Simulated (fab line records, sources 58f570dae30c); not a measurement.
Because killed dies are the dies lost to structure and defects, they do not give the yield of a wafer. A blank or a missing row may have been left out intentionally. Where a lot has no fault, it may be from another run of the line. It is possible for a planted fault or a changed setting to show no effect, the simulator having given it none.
A lot that was struck, set against a sound lot | flow berkeleyCmos170 | 16 out of 331 route steps
Sound: the wafers L228.1, L228.5, L228.6. Struck: wafer L233.3 (L233.2, L233.6, from the same lot, were not struck and are left out); the cause is given at the end.
Order at every step that has rows: each side's tool, ch and its chambers, its first start. Under that, the readings that differ: sound wafers | struck wafers | difference of the means | sigmas: that difference in standard deviations of wafers without a fault.
alike: words and numbers the same on both sides, and readings whose means are apart by under 2 such deviations; not compared: readings that were withheld, readings missing a value for some wafer, numbers with overlapping values and no deviation given by the record, and bounds like >300 which may hide the same value.
A row with sigmas, a row that says differs or no value, or rows on one side alone: a step with any of these is where the two part. Numbers that have no deviation but don't overlap get no sigmas and don't part them. A reading that every wafer of one side lacks parts them only if that side has two wafers or more.

first, 1 step without rows for these wafers: UCB170_M3_SOFTBAKE_06 (time 60 s).
UCB170_M3_STRIP_07: strips in O2.
  sound on plasmaAsher-03 ch 0,1, day 9 05:01; struck on plasmaAsher-02 ch 1, day 10 20:37
  alike: drypumpMotorCurrentA, oesProductAu, stripTimeToEndpointS
  not compared: rfHoursCounterH
then, 7 steps without rows for these wafers: UCB170_M3_STRIP_08 (strips KrF in DMSO, time 600 s); UCB170_M3_COAT_09; UCB170_M3_COAT_10 (resist thk 900 nm); UCB170_M3_SOFTBAKE_11 (time 60 s); UCB170_M3_EXPOSE_12 (exposes mask METAL3, target cd 700 nm); UCB170_M3_PEB_13; UCB170_M3_DEVELOP_14 (develop time 45 s).
UCB170_M3_CD_MEAS_15: the cd target is 700 nm.
  sound on cdSem-02 at day 9 06:40; struck on cdSem-01 at day 10 22:08
  alike: cdNm
UCB170_M3_OVL_MEAS_16:
  sound on overlay-01 at day 9 06:47; struck on overlay-01 at day 10 22:15
  alike: M3_OVL
UCB170_M3_ETCH_17: etches BARC in N2/H2.
  sound on rieDiel-03 ch 0,2, day 9 06:49; struck on rieDiel-04 ch 1, day 10 22:17
  alike: drypumpMotorCurrentA, oesProductAu, throttleValvePct
UCB170_M3_METAL_ETCH_18: etches Al in Cl2/BCl3, stops on SiO2, target depth 1170 nm, time 195 s.
  sound on rieMetal-02 ch 0,1, day 9 06:52; struck on rieMetal-04 ch 0, day 10 22:19
reading                            | sound             | struck | difference | sigmas
oesProductAu (a.u.)                | 0.861 0.834 0.852 | 0.998  | +0.149     | +12
runLengthS (s)                     | 222.7 223.5 222.6 | 186.2  | -36.7      | -45
model.KrF_of_M3_COAT_10.thkNm (nm) | 238.3 213.3 235.8 | 352.1  | +123.0     | 
model.SiO2_of_V2_CVD_00.thkNm (nm) | 940.5 938.4 939.9 | 949.5  | +9.9       | 
model.M3.cdNm (nm)                 | 697.9 696.4 696.7 | 709.8  | +12.8      | 
  alike: drypumpMotorCurrentA, throttleValvePct
  not compared: rfHoursCounterH
UCB170_M3_STRIP_19: strips in O2.
  sound on plasmaAsher-01 ch 0,1, day 9 07:03; struck on plasmaAsher-01 ch 1, day 10 22:31
reading             | sound             | struck | difference | sigmas
oesProductAu (a.u.) | 0.564 0.547 0.569 | 0.681  | +0.121     | +8
  alike: drypumpMotorCurrentA
  not compared: rfHoursCounterH
UCB170_M3_CD_MEAS_90: the cd target is 700 nm.
  sound on cdSem-02 at day 9 07:09; struck on cdSem-02 at day 10 22:38
reading   | sound       | struck | difference | sigmas
cdNm (nm) | 698 697 696 | 710    | +13        | +4
UCB170_M3_PROBE_99:
  sound on prober-01 at day 9 07:23; struck on prober-01 at day 10 22:57
reading                            | sound                     | struck    | difference | sigmas
model.etest.antennaM3.vtShiftV (V) | -0.01036 -0.0146 -0.01539 | -0.007318 | +0.006132  | 

== WHERE THEY PART ==
Last at UCB170_M3_CD_MEAS_90 as far as this record goes, first at UCB170_M3_METAL_ETCH_18.

WHY: what the simulator had put in
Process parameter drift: rieMetal-04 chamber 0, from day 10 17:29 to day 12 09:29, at UCB170_M3_METAL_ETCH_18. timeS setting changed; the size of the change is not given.
